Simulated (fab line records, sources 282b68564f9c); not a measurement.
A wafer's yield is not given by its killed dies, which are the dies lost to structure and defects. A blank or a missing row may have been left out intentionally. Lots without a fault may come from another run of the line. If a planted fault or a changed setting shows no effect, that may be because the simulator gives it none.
fab line records || flow rit_cmos
record {"lots": 5, "wafers": 15, "last_day": 7}
route steps=202 shown FOX2@25 NWELL@28
lots untouched by any fault: they come from a run of this same line in which no faults occurred
start_h: start of the lot's first displayed wafer, in hours after the record's first day || wait_h: hours from the lot's prior step to this one || " repeats the value in the row above || L1.1+2: several wafers, shown together as one row || - no value, or no start given || * or withheld: withheld || < > ~ a bound
route shown NAME@n: NAME is a module with steps in the file, n the number in the route of the first one || usual: mean and standard deviation over wafers with no fault || same: alike in all rows || chamber/n: place in a boat || sites: per-site readings || _std_site: standard deviation of those values || _edge_site: outer sites' mean less inner sites' || radius_mm: how far each site lies from the wafer's centre || mask NAME#n: copy n || behind: tool/chamber where the wafer was last shaped || hold: the reason the lot was held/the length of the hold in hours/how it ended || device: names the non-switching transistor (n, p or np) || end of line: tests of these same wafers at the route's end || a step given without rows: its recipe and nothing more || killed: not the wafer's yield, but the dies lost to structure and defects at the first sort || map: dies across one wafer; x = killed, . = not, _ = none there
set.NAME: the setting that was run; set.NAME@STEP: the one run at that earlier step || model.NAME: the simulator's own value behind a step, which no gauge read
a table for each step, a row for each wafer; lots at some steps of the route
services: from which hour (start_h, from the record's first day; less than 0 if before it) a tool's chamber was out of use, for how many hours, and why
## steps
# step RIT_FOX2_CLEAN_02
# recipe {"chemistry": "dHF", "dilution": "50:1", "time_s": 180}
# step RIT_FOX2_WET_ETCH_03
# recipe {"chemistry": "H3PO4", "target": "Si3N4", "target_depth_nm": 195, "temp_c": 165, "time_s": 2700}
# step RIT_FOX2_THK_MEAS_90
# recipe {"reads": "SiO2_of_FOX2_OXIDATION_00"}
# usual {"FIELD_OXIDE_LEFT_1_THK": "327/6.2"}
{"lot.wafer": "L179.2", "tool": "film_metro-01", "chamber": "-", "start_h": 24.33, "wait_h": 0.0, "FIELD_OXIDE_LEFT_1_THK[nm]": 326}
{"lot.wafer": "L179.4", "tool": "film_metro-01", "chamber": "-", "start_h": 24.33, "wait_h": 0.0, "FIELD_OXIDE_LEFT_1_THK[nm]": 326}
{"lot.wafer": "L179.5", "tool": "film_metro-01", "chamber": "-", "start_h": 24.33, "wait_h": 0.0, "FIELD_OXIDE_LEFT_1_THK[nm]": 325}
{"lot.wafer": "L184.1", "tool": "film_metro-01", "chamber": "-", "start_h": 49.81, "wait_h": 0.0, "FIELD_OXIDE_LEFT_1_THK[nm]": 336}
{"lot.wafer": "L184.3", "tool": "film_metro-01", "chamber": "-", "start_h": 49.81, "wait_h": 0.0, "FIELD_OXIDE_LEFT_1_THK[nm]": 334}
{"lot.wafer": "L184.6", "tool": "film_metro-01", "chamber": "-", "start_h": 49.81, "wait_h": 0.0, "FIELD_OXIDE_LEFT_1_THK[nm]": 335}
{"lot.wafer": "L190.1", "tool": "film_metro-02", "chamber": "-", "start_h": 79.24, "wait_h": 0.0, "FIELD_OXIDE_LEFT_1_THK[nm]": 324}
{"lot.wafer": "L190.2", "tool": "film_metro-02", "chamber": "-", "start_h": 79.24, "wait_h": 0.0, "FIELD_OXIDE_LEFT_1_THK[nm]": 321}
{"lot.wafer": "L190.3", "tool": "film_metro-02", "chamber": "-", "start_h": 79.24, "wait_h": 0.0, "FIELD_OXIDE_LEFT_1_THK[nm]": 317}
{"lot.wafer": "L195.2", "tool": "film_metro-02", "chamber": "-", "start_h": 105.35, "wait_h": 0.0, "FIELD_OXIDE_LEFT_1_THK[nm]": 337}
{"lot.wafer": "L195.3", "tool": "film_metro-02", "chamber": "-", "start_h": 105.35, "wait_h": 0.0, "FIELD_OXIDE_LEFT_1_THK[nm]": 335}
{"lot.wafer": "L195.6", "tool": "film_metro-02", "chamber": "-", "start_h": 105.35, "wait_h": 0.0, "FIELD_OXIDE_LEFT_1_THK[nm]": 340}
{"lot.wafer": "L199.2", "tool": "film_metro-02", "chamber": "-", "start_h": 124.20, "wait_h": 0.0, "FIELD_OXIDE_LEFT_1_THK[nm]": 319}
{"lot.wafer": "L199.4", "tool": "film_metro-02", "chamber": "-", "start_h": 124.20, "wait_h": 0.0, "FIELD_OXIDE_LEFT_1_THK[nm]": 320}
{"lot.wafer": "L199.5", "tool": "film_metro-02", "chamber": "-", "start_h": 124.20, "wait_h": 0.0, "FIELD_OXIDE_LEFT_1_THK[nm]": 320}
# step RIT_NWELL_HMDS_00
# recipe {"prime_time_s": 60, "prime_temp_c": 140}
# step RIT_NWELL_COAT_01
# recipe {"resist": "NOVOLAK", "spin_rpm": 2000, "resist_thk_nm": 1300}
# step RIT_NWELL_SOFTBAKE_02
# recipe {"resist": "NOVOLAK", "temp_c": 90, "time_s": 60}
# step RIT_NWELL_EXPOSE_03
# recipe {"mask_id": "M2", "na": 0.57, "target_cd_nm": 43900, "dose_mj": 250}
# step RIT_NWELL_PEB_04
# recipe {"resist": "NOVOLAK", "temp_c": "withheld", "time_s": "withheld"}
# step RIT_NWELL_DEVELOP_05
# recipe {"resist": "NOVOLAK", "develop_time_s": 68, "dev_temp_c": 23}
# step RIT_NWELL_OVL_MEAS_06
# usual {"NWELL_OVL": "0.0/1.5"}
{"lot.wafer": "L179.2", "tool": "overlay-02", "chamber": "-", "start_h": 25.39, "wait_h": "-", "NWELL_OVL[nm]": -1.2}
{"lot.wafer": "L179.4", "tool": "overlay-02", "chamber": "-", "start_h": 25.39, "wait_h": "-", "NWELL_OVL[nm]": -1.4}
{"lot.wafer": "L179.5", "tool": "overlay-02", "chamber": "-", "start_h": 25.39, "wait_h": "-", "NWELL_OVL[nm]": 0.5}
{"lot.wafer": "L184.1", "tool": "overlay-01", "chamber": "-", "start_h": 50.88, "wait_h": "-", "NWELL_OVL[nm]": -0.1}
{"lot.wafer": "L184.3", "tool": "overlay-01", "chamber": "-", "start_h": 50.88, "wait_h": "-", "NWELL_OVL[nm]": -1.6}
{"lot.wafer": "L184.6", "tool": "overlay-01", "chamber": "-", "start_h": 50.88, "wait_h": "-", "NWELL_OVL[nm]": 1.0}
{"lot.wafer": "L190.1", "tool": "overlay-01", "chamber": "-", "start_h": 80.31, "wait_h": "-", "NWELL_OVL[nm]": -1.2}
{"lot.wafer": "L190.2", "tool": "overlay-01", "chamber": "-", "start_h": 80.31, "wait_h": "-", "NWELL_OVL[nm]": 0.0}
{"lot.wafer": "L190.3", "tool": "overlay-01", "chamber": "-", "start_h": 80.31, "wait_h": "-", "NWELL_OVL[nm]": -3.0}
{"lot.wafer": "L195.2", "tool": "overlay-01", "chamber": "-", "start_h": 106.46, "wait_h": "-", "NWELL_OVL[nm]": -2.3}
{"lot.wafer": "L195.3", "tool": "overlay-01", "chamber": "-", "start_h": 106.46, "wait_h": "-", "NWELL_OVL[nm]": -1.6}
{"lot.wafer": "L195.6", "tool": "overlay-01", "chamber": "-", "start_h": 106.46, "wait_h": "-", "NWELL_OVL[nm]": -1.8}
{"lot.wafer": "L199.2", "tool": "overlay-02", "chamber": "-", "start_h": 125.32, "wait_h": "-", "NWELL_OVL[nm]": 1.7}
{"lot.wafer": "L199.4", "tool": "overlay-02", "chamber": "-", "start_h": 125.32, "wait_h": "-", "NWELL_OVL[nm]": 2.4}
{"lot.wafer": "L199.5", "tool": "overlay-02", "chamber": "-", "start_h": 125.32, "wait_h": "-", "NWELL_OVL[nm]": 2.6}
# step RIT_NWELL_HARDBAKE_07
# recipe {"resist": "NOVOLAK", "temp_c": 140, "time_s": 120}
# step RIT_NWELL_IMPLANT_08
# recipe {"species": "P", "energy_kev": 170, "dose_cm2": 5e+13, "tilt_deg": 7}
# step RIT_NWELL_STRIP_09
# recipe {"chemistry": "O2", "time_s": 180, "resist": "NOVOLAK", "platen_temp_c": "withheld", "power_w": 500, "pressure_mtorr": 4000, "o2_flow_sccm": 4000}
# usual {"drypump_motor_current_A": "5.9/0.46", "run_length_s": "208.2/0.36"}
# same {"time_s": 180}
{"lot.wafer": "L179.2", "tool": "plasma_asher-04", "chamber": 0, "start_h": 25.97, "wait_h": 0.1, "drypump_motor_current_A": 5.9, "rf_hours_counter_h": 40, "run_length_s": 207.6, "model.NOVOLAK_of_NWELL_COAT_01.thk_nm": 0}
{"lot.wafer": "L179.4", "tool": "plasma_asher-04", "chamber": 0, "start_h": 25.97, "wait_h": 0.1, "drypump_motor_current_A": 5.9, "rf_hours_counter_h": "-", "run_length_s": 207.6, "model.NOVOLAK_of_NWELL_COAT_01.thk_nm": 0}
{"lot.wafer": "L179.5", "tool": "plasma_asher-04", "chamber": 0, "start_h": 25.97, "wait_h": 0.1, "drypump_motor_current_A": 5.9, "rf_hours_counter_h": "-", "run_length_s": 208.1, "model.NOVOLAK_of_NWELL_COAT_01.thk_nm": 0}
{"lot.wafer": "L184.1", "tool": "plasma_asher-03", "chamber": 0, "start_h": 51.31, "wait_h": 0.1, "drypump_motor_current_A": 6.7, "rf_hours_counter_h": 43, "run_length_s": 72.0, "model.NOVOLAK_of_NWELL_COAT_01.thk_nm": 334.6}
{"lot.wafer": "L184.3", "tool": "plasma_asher-03", "chamber": 0, "start_h": 51.31, "wait_h": 0.1, "drypump_motor_current_A": 6.7, "rf_hours_counter_h": "-", "run_length_s": 72.2, "model.NOVOLAK_of_NWELL_COAT_01.thk_nm": 337.3}
{"lot.wafer": "L184.6", "tool": "plasma_asher-03", "chamber": 0, "start_h": 51.31, "wait_h": 0.1, "drypump_motor_current_A": 6.7, "rf_hours_counter_h": "-", "run_length_s": 72.5, "model.NOVOLAK_of_NWELL_COAT_01.thk_nm": 334.1}
{"lot.wafer": "L190.1", "tool": "plasma_asher-04", "chamber": 0, "start_h": 80.74, "wait_h": 0.1, "drypump_motor_current_A": 5.9, "rf_hours_counter_h": 46, "run_length_s": 208.1, "model.NOVOLAK_of_NWELL_COAT_01.thk_nm": 0}
{"lot.wafer": "L190.2", "tool": "plasma_asher-04", "chamber": 1, "start_h": 80.74, "wait_h": 0.1, "drypump_motor_current_A": 5.7, "rf_hours_counter_h": 46, "run_length_s": 208.3, "model.NOVOLAK_of_NWELL_COAT_01.thk_nm": 0}
{"lot.wafer": "L190.3", "tool": "plasma_asher-04", "chamber": 1, "start_h": 80.74, "wait_h": 0.1, "drypump_motor_current_A": 5.7, "rf_hours_counter_h": "-", "run_length_s": 207.9, "model.NOVOLAK_of_NWELL_COAT_01.thk_nm": 0}
{"lot.wafer": "L195.2", "tool": "plasma_asher-04", "chamber": 1, "start_h": 106.89, "wait_h": 0.1, "drypump_motor_current_A": 5.7, "rf_hours_counter_h": 48, "run_length_s": 208.1, "model.NOVOLAK_of_NWELL_COAT_01.thk_nm": 0}
{"lot.wafer": "L195.3", "tool": "plasma_asher-04", "chamber": 1, "start_h": 106.89, "wait_h": 0.1, "drypump_motor_current_A": 5.7, "rf_hours_counter_h": "-", "run_length_s": 208.3, "model.NOVOLAK_of_NWELL_COAT_01.thk_nm": 0}
{"lot.wafer": "L195.6", "tool": "plasma_asher-04", "chamber": 0, "start_h": 106.89, "wait_h": 0.1, "drypump_motor_current_A": 5.9, "rf_hours_counter_h": "-", "run_length_s": 207.5, "model.NOVOLAK_of_NWELL_COAT_01.thk_nm": 0}
{"lot.wafer": "L199.2", "tool": "plasma_asher-03", "chamber": 0, "start_h": 125.75, "wait_h": 0.1, "drypump_motor_current_A": 6.7, "rf_hours_counter_h": 51, "run_length_s": 208.1, "model.NOVOLAK_of_NWELL_COAT_01.thk_nm": 0}
{"lot.wafer": "L199.4", "tool": "plasma_asher-03", "chamber": 1, "start_h": 125.75, "wait_h": 0.1, "drypump_motor_current_A": 5.7, "rf_hours_counter_h": "-", "run_length_s": 208.8, "model.NOVOLAK_of_NWELL_COAT_01.thk_nm": 0}
{"lot.wafer": "L199.5", "tool": "plasma_asher-03", "chamber": 1, "start_h": 125.75, "wait_h": 0.1, "drypump_motor_current_A": 5.7, "rf_hours_counter_h": "-", "run_length_s": 208.4, "model.NOVOLAK_of_NWELL_COAT_01.thk_nm": 0}
# step RIT_NWELL_TW_MEAS_10
# usual {"NWELL_TW": "2156/30"}
{"lot.wafer": "L179.2", "tool": "film_metro-04", "chamber": "-", "start_h": 26.15, "wait_h": 0.1, "NWELL_TW": 2120}
{"lot.wafer": "L179.4", "tool": "film_metro-04", "chamber": "-", "start_h": 26.15, "wait_h": 0.1, "NWELL_TW": 2128}
{"lot.wafer": "L179.5", "tool": "film_metro-04", "chamber": "-", "start_h": 26.15, "wait_h": 0.1, "NWELL_TW": 2135}
{"lot.wafer": "L184.1", "tool": "film_metro-03", "chamber": "-", "start_h": 51.49, "wait_h": 0.1, "NWELL_TW": 2154}
{"lot.wafer": "L184.3", "tool": "film_metro-03", "chamber": "-", "start_h": 51.49, "wait_h": 0.1, "NWELL_TW": 2156}
{"lot.wafer": "L184.6", "tool": "film_metro-03", "chamber": "-", "start_h": 51.49, "wait_h": 0.1, "NWELL_TW": 2148}
{"lot.wafer": "L190.1", "tool": "film_metro-02", "chamber": "-", "start_h": 80.92, "wait_h": 0.1, "NWELL_TW": 2196}
{"lot.wafer": "L190.2", "tool": "film_metro-02", "chamber": "-", "start_h": 80.92, "wait_h": 0.1, "NWELL_TW": 2197}
{"lot.wafer": "L190.3", "tool": "film_metro-02", "chamber": "-", "start_h": 80.92, "wait_h": 0.1, "NWELL_TW": 2211}
{"lot.wafer": "L195.2", "tool": "film_metro-04", "chamber": "-", "start_h": 107.07, "wait_h": 0.1, "NWELL_TW": 2104}
{"lot.wafer": "L195.3", "tool": "film_metro-04", "chamber": "-", "start_h": 107.07, "wait_h": 0.1, "NWELL_TW": 2115}
{"lot.wafer": "L195.6", "tool": "film_metro-04", "chamber": "-", "start_h": 107.07, "wait_h": 0.1, "NWELL_TW": 2116}
{"lot.wafer": "L199.2", "tool": "film_metro-04", "chamber": "-", "start_h": 125.94, "wait_h": 0.1, "NWELL_TW": 2121}
{"lot.wafer": "L199.4", "tool": "film_metro-04", "chamber": "-", "start_h": 125.94, "wait_h": 0.1, "NWELL_TW": 2129}
{"lot.wafer": "L199.5", "tool": "film_metro-04", "chamber": "-", "start_h": 125.94, "wait_h": 0.1, "NWELL_TW": 2126}
## services
{"tool": "plasma_asher-04", "chamber": "-", "start_h": 108.75, "hours": 9.0, "kind": "pm"}
{"tool": "plasma_asher-04", "chamber": 0, "start_h": 108.75, "hours": 9.0, "kind": "vent_cycle"}
{"tool": "plasma_asher-04", "chamber": 1, "start_h": 108.75, "hours": 9.0, "kind": "vent_cycle"}
{"tool": "plasma_asher-04", "chamber": 0, "start_h": 117.75, "hours": "-", "kind": "clean"}
{"tool": "plasma_asher-04", "chamber": 1, "start_h": 117.75, "hours": "-", "kind": "clean"}
## key
first_sign {"step": "RIT_NWELL_STRIP_09", "reading": "run_length_s", "direction": "down", "sigmas": "99+", "usual": "*", "struck": "*"}
effect none on later readings
model_effect {"step": "RIT_NWELL_STRIP_09", "value": "NOVOLAK_of_NWELL_COAT_01.thk_nm", "without": 0, "struck": 335.3}
met_at RIT_NWELL_STRIP_09
struck_wafers L184.1,L184.3,L184.6
later_rows_left_out L184.1,L184.3,L184.6
sort_left_out L184.1,L184.3,L184.6
tester_left_out L184
fault {"kind": "strip_aborted", "tool": "plasma_asher-03", "chamber": "-", "onset_h": 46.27, "steps": "RIT_NWELL_STRIP_09", "offset": 0.6, "end_h": 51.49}
# tester_left_out: of these lots the tester's yield and bins aren't shown, on N5 and GAA mostly nor the transistor test; their killed dies are dies lost to structure and defects alone, not to doping, threshold or leakage, so they don't give the yield
# sort_left_out: the simulated sort isn't trusted on such a fault, so these wafers' sort isn't shown, and their yield isn't known
# later_rows_left_out: the simulator's readings of these wafers behind a module that went badly wrong aren't trusted and aren't shown, but for the sort
